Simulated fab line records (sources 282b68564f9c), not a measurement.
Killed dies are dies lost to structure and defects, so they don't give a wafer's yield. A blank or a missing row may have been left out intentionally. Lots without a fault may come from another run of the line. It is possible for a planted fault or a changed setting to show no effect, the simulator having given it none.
A struck lot beside a sound one    flow ritCmos    44 steps out of a route of 202
Sound: the wafers L569.3, L569.4, L569.5. The struck wafers were L566.2, L566.4, L566.5. Last of all comes the cause.
At each step with rows: each side's tool, then ch and its chambers, then its first start. Under that, the readings that differ: sound wafers    struck wafers    difference of the means    sigmas: that difference in standard deviations of wafers without a fault.
alike: words and numbers the same on both sides, and readings whose means are apart by under 2 such deviations; not compared: readings that were withheld, readings missing a value for some wafer, numbers with overlapping values and no deviation given by the record, and bounds like >300 which may hide the same value.
Wherever a step has rows on one side only, a row that says differs or no value, or a row with sigmas, the two part there. Non-overlapping numbers with no deviation appear without sigmas and do not part them. A reading that every wafer of one side lacks parts them only if that side has two wafers or more.

first, 4 steps without rows for these wafers: RIT_PLDD_SOFTBAKE_02 (time 60 s); RIT_PLDD_EXPOSE_03 (exposes mask M8, target cd 40900 nm); RIT_PLDD_PEB_04; RIT_PLDD_DEVELOP_05 (develop time 50 s).
RIT_PLDD_OVL_MEAS_06:
  sound on overlay-02 at day 6 09:30; struck on overlay-01 at day 5 19:14
  alike: PLDD_OVL
then, 2 steps without rows for these wafers: RIT_PLDD_HARDBAKE_07 (time 60 s); RIT_PLDD_IMPLANT_08.
RIT_PLDD_STRIP_09: strips in O2, time 180 s.
  sound on plasmaAsher-03 ch 0,1, day 6 09:53; struck on plasmaAsher-03 ch 0,1, day 5 19:34
  alike: drypumpMotorCurrentA
  not compared: rfHoursCounterH
RIT_PLDD_TW_MEAS_10:
  sound on filmMetro-03 at day 6 10:01; struck on filmMetro-01 at day 5 19:44
  alike: PLDD_TW
then, 3 steps without rows for these wafers: RIT_SPACER_CLEAN_00 (cleans in SC1, time 600 s); RIT_SPACER_CLEAN_01 (cleans in dHF, time 30 s); RIT_SPACER_CLEAN_02 (cleans in SC2, time 600 s).
RIT_SPACER_CVD_03: deposits Si3N4 from SiH2Cl2/NH3, target thk 250 nm, time 3300 s.
  sound on lpcvd-02 ch 0, day 6 10:29; struck on lpcvd-01 ch 0, day 5 20:11
reading                                  sound              struck             difference  sigmas
model.Si3N4_of_SPACER_CVD_03.thkNm (nm)  248.4 247.9 248.6  280.2 281.2 281.9  +32.8       
  alike: nh3FlowSccm, spikeTcLoadC, zonePowerCentrePct
RIT_SPACER_THK_MEAS_04:
  sound on filmMetro-04 at day 6 12:25; struck on filmMetro-04 at day 5 22:07
reading                  sound              struck             difference  sigmas
SPACER_NITRIDE_THK (nm)  248.2 248.0 248.6  280.2 280.8 282.0  +32.7       +14
RIT_SPACER_ETCHBACK_05: etches Si3N4 in SF6/CHF3, stops on SiO2, target depth 250 nm, time 240 s.
  sound on rieDiel-02 ch 1,2, day 6 12:27; struck on rieDiel-04 ch 1,2, day 5 22:10
reading                  sound              struck             difference  sigmas
oesProductAu (a.u.)      0.825 0.826 0.844  0.917 0.913 0.922  +0.086      +7
model.etch.depthNm (nm)  248.4 247.9 248.6  280.2 281.2 281.9  +32.8       
  alike: drypumpMotorCurrentA, throttleValvePct
  not compared: rfHoursCounterH
then, 6 steps without rows for these wafers: RIT_NSD_HMDS_00 (prime time 60 s); RIT_NSD_COAT_01 (resist thk 1000 nm); RIT_NSD_SOFTBAKE_02 (time 60 s); RIT_NSD_EXPOSE_03 (exposes mask M9, target cd 40700 nm); RIT_NSD_PEB_04; RIT_NSD_DEVELOP_05 (develop time 50 s).
RIT_NSD_OVL_MEAS_06:
  sound on overlay-01 at day 6 13:35; struck on overlay-01 at day 5 23:20
reading       sound         struck       difference  sigmas
NSD_OVL (nm)  -0.2 1.6 0.9  2.5 3.2 3.9  +2.4        +2
then, 2 steps without rows for these wafers: RIT_NSD_HARDBAKE_07 (time 60 s); RIT_NSD_IMPLANT_08.
RIT_NSD_STRIP_09: strips in O2, time 180 s.
  sound on plasmaAsher-04 ch 0,1, day 6 13:58; struck on plasmaAsher-03 ch 0,1, day 5 23:40
  alike: drypumpMotorCurrentA
  not compared: rfHoursCounterH
RIT_NSD_TW_MEAS_10:
  sound on filmMetro-03 at day 6 14:07; struck on filmMetro-01 at day 5 23:51
  alike: NSD_TW
then, 6 steps without rows for these wafers: RIT_PSD_HMDS_00 (prime time 60 s); RIT_PSD_COAT_01 (resist thk 1000 nm); RIT_PSD_SOFTBAKE_02 (time 60 s); RIT_PSD_EXPOSE_03 (exposes mask M10, target cd 40900 nm); RIT_PSD_PEB_04; RIT_PSD_DEVELOP_05 (develop time 50 s).
RIT_PSD_OVL_MEAS_06:
  sound on overlay-02 at day 6 15:01; struck on overlay-02 at day 6 00:49
  alike: PSD_OVL
then, 2 steps without rows for these wafers: RIT_PSD_HARDBAKE_07 (time 60 s); RIT_PSD_IMPLANT_08.
RIT_PSD_STRIP_09: strips in O2, time 180 s.
  sound on plasmaAsher-02 ch 0,1, day 6 15:23; struck on plasmaAsher-03 ch 1, day 6 01:18
  alike: drypumpMotorCurrentA
  not compared: rfHoursCounterH
RIT_PSD_TW_MEAS_10:
  sound on filmMetro-03 at day 6 15:32; struck on filmMetro-03 at day 6 01:29
  alike: PSD_TW
then, 3 steps without rows for these wafers: RIT_SDANNEAL_CLEAN_00 (cleans in SC1, time 600 s); RIT_SDANNEAL_CLEAN_01 (cleans in dHF, time 31.36 s); RIT_SDANNEAL_CLEAN_02 (cleans in SC2, time 600 s).
RIT_SDANNEAL_RTA_03: time 5 s.
  sound on rtpAnneal-01 ch 0, day 6 16:11; struck on rtpAnneal-01 ch 0, day 6 01:55
  alike: wafer_temp_C_max
RIT_SDANNEAL_RS_MEAS_04: uses a four-point probe to measure.
  sound on filmMetro-03 at day 6 16:16; struck on filmMetro-01 at day 6 01:59
  alike: PSD_RS
RIT_SILICIDE_WET_ETCH_00: etches SiO2 in BOE, target depth 14 nm, time 15 s.
  sound on wetBench-04 ch 1, day 6 16:42; struck on wetBench-04 ch 2, day 6 02:26
reading                                  sound            struck             difference  sigmas
model.Si3N4_of_SPACER_CVD_03.thkNm (nm)  194 193.6 195.4  219.7 220.7 221.3  +26.2       
RIT_M1_PROBE_99:
  sound on prober-02 at day 6 23:44; struck on prober-01 at day 6 09:23
reading                                   sound                 struck                difference  sigmas
model.etest.nmos_0p15.rOnOhmUm            1144 1165 1154        1064 1064 1073        -87         
model.etest.nplusSal.widthNm (nm)         3470 3441 3428        3360 3348 3356        -92         
model.etest.pplusSal.widthNm (nm)         3472 3446 3447        3374 3379 3368        -81         
model.etest.pwellPinched.rsOhmSq          457.2 464.6 451.1     441.8 443.1 439.4     -16.2       
model.etest.nwellPinched.rsOhmSq          343.6 345.3 336.8     317.5 315.5 316.8     -25.3       
model.etest.contactNplus.endOhmUm         41.91 42.38 41.02     39.22 37.97 38.4      -3.24       
model.etest.fieldPMetal.vtV (V)           -28.75 -28.6 -29.54   -30.55 -31.27 -31.13  -2.02       
model.etest.diodeNplusComb.leakLog10ACm2  -5.173 -5.255 -5.215  -5.406 -5.496 -5.441  -0.233      
  alike: killed_at_M0_to_M3, killedAtContacts, killedAtFrontEnd, killedDies, killedOpen, killedShort

## WHERE THEY PART
At RIT_SPACER_THK_MEAS_04 first; at RIT_NSD_OVL_MEAS_06 last (within this record only). Later steps at which nothing parts them and some readings are alike: RIT_NSD_STRIP_09, RIT_NSD_TW_MEAS_10, RIT_PSD_OVL_MEAS_06, RIT_PSD_STRIP_09, RIT_PSD_TW_MEAS_10, RIT_SDANNEAL_RTA_03, RIT_SDANNEAL_RS_MEAS_04, RIT_M1_PROBE_99.

WHY: the cause the simulator had injected
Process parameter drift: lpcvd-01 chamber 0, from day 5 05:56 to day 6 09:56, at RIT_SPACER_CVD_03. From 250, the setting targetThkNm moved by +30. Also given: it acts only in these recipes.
